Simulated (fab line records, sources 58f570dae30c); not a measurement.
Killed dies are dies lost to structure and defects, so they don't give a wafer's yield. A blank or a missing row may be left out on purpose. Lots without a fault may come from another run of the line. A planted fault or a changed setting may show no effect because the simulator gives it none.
Which tool did it? | flow berkeley_cmos170 | 14 lots, 42 wafers sampled, at 3 steps of a route of 331

WHAT THE GAUGES READ, wafer by wafer
UCB170_GATE_OVL_MEAS_13.
lot  | measured     | on         | GATE_OVL (nm)
L929 | day 6 12:36  | overlay-01 | 2 1 -3
L928 | day 6 12:53  | overlay-02 | -1 -4 -6
L930 | day 6 15:23  | overlay-01 | -6 3 -2
L931 | day 6 17:05  | overlay-01 | -1 0 0
L934 | day 7 16:53  | overlay-02 | 2 2 9
L935 | day 7 17:41  | overlay-02 | 11 7 3
L937 | day 8 13:50  | overlay-02 | -4 -12 -1
L938 | day 8 14:23  | overlay-01 | -4 5 3
L941 | day 9 05:50  | overlay-02 | 7 -3 -2
L942 | day 9 05:10  | overlay-02 | -1 1 2
L943 | day 9 05:34  | overlay-02 | 1 -2 -8
L946 | day 10 00:24 | overlay-01 | 7 15 7
L948 | day 10 00:11 | overlay-01 | -3 0 2
L949 | day 10 16:56 | overlay-02 | -1 0 3

UCB170_M3_CD_MEAS_15: target cd 700 nm.
lot  | measured     | on        | cd_nm (nm)
L929 | day 8 06:41  | cd_sem-02 | 699.2 698.3 699.2
L928 | day 8 08:09  | cd_sem-01 | 697.3 695.3 696.2
L930 | day 8 07:21  | cd_sem-02 | 700.3 700.3 698.6
L931 | day 8 08:38  | cd_sem-01 | 700.6 699.8 700.8
L934 | day 9 05:53  | cd_sem-02 | 700.0 701.0 700.5
L935 | day 9 08:57  | cd_sem-01 | 699.4 699.0 700.0
L937 | day 10 10:55 | cd_sem-02 | 699.8 699.9 701.2
L938 | day 10 10:39 | cd_sem-01 | 703.2 703.4 702.3
L941 | day 11 05:36 | cd_sem-01 | 698.7 696.5 697.2
L942 | day 11 03:46 | cd_sem-02 | 700.1 700.3 700.0
L943 | day 11 05:19 | cd_sem-01 | 700.1 698.2 700.2
L946 | day 11 19:17 | cd_sem-01 | 698.1 699.0 698.3
L948 | day 11 19:35 | cd_sem-02 | 698.2 701.1 698.8
L949 | day 12 07:55 | cd_sem-01 | 698.8 699.4 698.8

WHICH TOOL RAN EACH LOT (tool, then ch and the chambers of the sampled wafers, then the start)
lot  | UCB170_ACTIVE_SOFTBAKE_09
L929 | litho_track-03 ch 0, day 4 14:32
L928 | litho_track-01 ch 0, day 4 14:47
L930 | litho_track-03 ch 0, day 4 22:13
L931 | litho_track-01 ch 0, day 4 22:16
L934 | litho_track-01 ch 0, day 5 16:33
L935 | litho_track-04 ch 0, day 5 16:38
L937 | litho_track-03 ch 0, day 6 10:27
L938 | litho_track-01 ch 0, day 6 14:55
L941 | litho_track-04 ch 0, day 7 06:21
L942 | litho_track-03 ch 0, day 7 10:12
L943 | litho_track-04 ch 0, day 7 10:21
L946 | litho_track-03 ch 0, day 7 23:55
L948 | litho_track-04 ch 0, day 8 09:41
L949 | litho_track-03 ch 0, day 8 15:27
- UCB170_ACTIVE_SOFTBAKE_09: time 60 s.

WHAT THE TOOLS THEMSELVES READ (means of the sampled wafers that have a number; where no wafer has one, the mark that the record gives instead)
UCB170_ACTIVE_SOFTBAKE_09.
lot  | tool           | heater_power_total_W (W) | run_length_s (s)
L929 | litho_track-03 | 56.81                    | 89.66
L928 | litho_track-01 | 56.81                    | 89.36
L930 | litho_track-03 | 56.83                    | 89.56
L931 | litho_track-01 | 56.83                    | 89.33
L934 | litho_track-01 | 56.81                    | 89.28
L935 | litho_track-04 | 56.83                    | 89.00
L937 | litho_track-03 | 56.85                    | 89.62
L938 | litho_track-01 | 56.79                    | 89.40
L941 | litho_track-04 | 56.79                    | 89.02
L942 | litho_track-03 | 56.79                    | 89.58
L943 | litho_track-04 | 56.75                    | 89.08
L946 | litho_track-03 | 59.97                    | 78.87
L948 | litho_track-04 | 56.80                    | 89.11
L949 | litho_track-03 | 59.99                    | 78.86

THE ANSWER, worked out from the rows above alone
Rule: what is usual is taken from the lots themselves. Put in order of their means at a reading, lots are off if they are a third of the lots or fewer, leave a main group of 4 or more, and stand apart from it by a gap of 3 or more times the standard deviation of the main group's means; of several such gaps the widest counts. A main group whose means are all the same, to the digits that the tables above print for the reading, isn't used. A lot without any number at a reading at which 4 lots or more have one is off too. The other lots that the step has rows for count as sound. The gauges are gone through in route order, then the tools' own readings, and for those a lot's mean is taken as printed above. The first step at which some lot is off is used, and at that step the reading that is off furthest; a lot without a number counts as furthest.
Off: L946, L949, at UCB170_ACTIVE_SOFTBAKE_09 (heater_power_total_W). The main group: mean 56.81 W, standard deviation 0.025.
A tool fits if, at that step or a process step before it, it ran every lot that is off, and no sound lot after the first of them. One fits: litho_track-03 at UCB170_ACTIVE_SOFTBAKE_09. Its last sound lot is L942 (day 7 10:12), its first lot that is off L946 (day 7 23:55): a fault that began between those two fits.
The tool's own readings at UCB170_ACTIVE_SOFTBAKE_09 bear it out: on the lots that are off they differ by more than 5 times the standard deviation of the sound lots' means. heater_power_total_W reads 59.98 W there against 56.81 W on the sound lots; run_length_s reads 78.87 s there against 89.33 s on the sound lots.

WHAT THE SIMULATOR HAD PUT IN
Process parameter drift: litho_track-03, from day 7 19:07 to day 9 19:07, at UCB170_ACTIVE_SOFTBAKE_09. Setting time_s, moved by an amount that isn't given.
Lots struck among those shown: L946, L949. The rule above found the same.
